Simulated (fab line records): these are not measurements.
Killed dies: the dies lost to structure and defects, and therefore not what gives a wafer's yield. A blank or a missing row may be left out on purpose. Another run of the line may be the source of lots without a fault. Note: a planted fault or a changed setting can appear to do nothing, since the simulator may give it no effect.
Chamber matching / flow berkeley cmos170 / 4 sister chambers for UCB170_M2_ETCH_17 on rie diel-01
The step etches BARC in N2/H2. 8 wafers are shown with their chamber, then 7 later ones without.

== WAFERS, EACH WITH ITS CHAMBER ==
wafer=L100.5; chamber=2; throttle valve pct (%)=13.27; drypump motor current A (A)=5.62
wafer=L103.2; chamber=0; throttle valve pct (%)=13.31; drypump motor current A (A)=5.59
wafer=L103.5; chamber=3; throttle valve pct (%)=13.35; drypump motor current A (A)=5.76
wafer=L104.1; chamber=3; throttle valve pct (%)=13.34; drypump motor current A (A)=5.80
wafer=L104.3; chamber=1; throttle valve pct (%)=13.51; drypump motor current A (A)=5.87
wafer=L104.4; chamber=0; throttle valve pct (%)=13.33; drypump motor current A (A)=5.55
wafer=L108.2; chamber=1; throttle valve pct (%)=13.54; drypump motor current A (A)=5.92
wafer=L108.3; chamber=2; throttle valve pct (%)=13.31; drypump motor current A (A)=5.62

== WAFERS WITH NO CHAMBER GIVEN ==
wafer=L108.5; throttle valve pct (%)=13.32; drypump motor current A (A)=5.57
wafer=L109.2; throttle valve pct (%)=13.32; drypump motor current A (A)=5.57
wafer=L109.4; throttle valve pct (%)=13.32; drypump motor current A (A)=5.62
wafer=L109.6; throttle valve pct (%)=13.54; drypump motor current A (A)=5.89
wafer=L111.3; throttle valve pct (%)=13.31; drypump motor current A (A)=5.61
wafer=L111.5; throttle valve pct (%)=13.35; drypump motor current A (A)=5.63
wafer=L111.6; throttle valve pct (%)=13.53; drypump motor current A (A)=5.90

== WHICH CHAMBER EACH ONE RAN IN ==
wafer=L108.5; from the rows above=0; in truth=0
wafer=L109.2; from the rows above=0; in truth=0
wafer=L109.4; from the rows above=can't be placed: 2 or 0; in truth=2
wafer=L109.6; from the rows above=1; in truth=1
wafer=L111.3; from the rows above=can't be placed: 2 or 0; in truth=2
wafer=L111.5; from the rows above=can't be placed: 0 or 2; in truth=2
wafer=L111.6; from the rows above=1; in truth=1
Correctly placed: 4 of 7. From these rows, 3 cannot be placed; in 3 the true chamber is one of the candidates. Placed wrongly: 0.
How it was worked out, from the rows above alone: a wafer's distance from a chamber is the root of the sum, over the readings, of the square of ((its reading less the chamber's mean) divided by the reading's scatter). If the next closest chamber is less than 2 further off than the closest, the wafer can't be placed; otherwise it belongs to the closest. The mean given for a chamber averages the wafers shown for that chamber. The scatter: take each reading less its chamber's mean, square it, sum over the shown wafers, divide by the number of wafers less the number of chambers, and take the root.
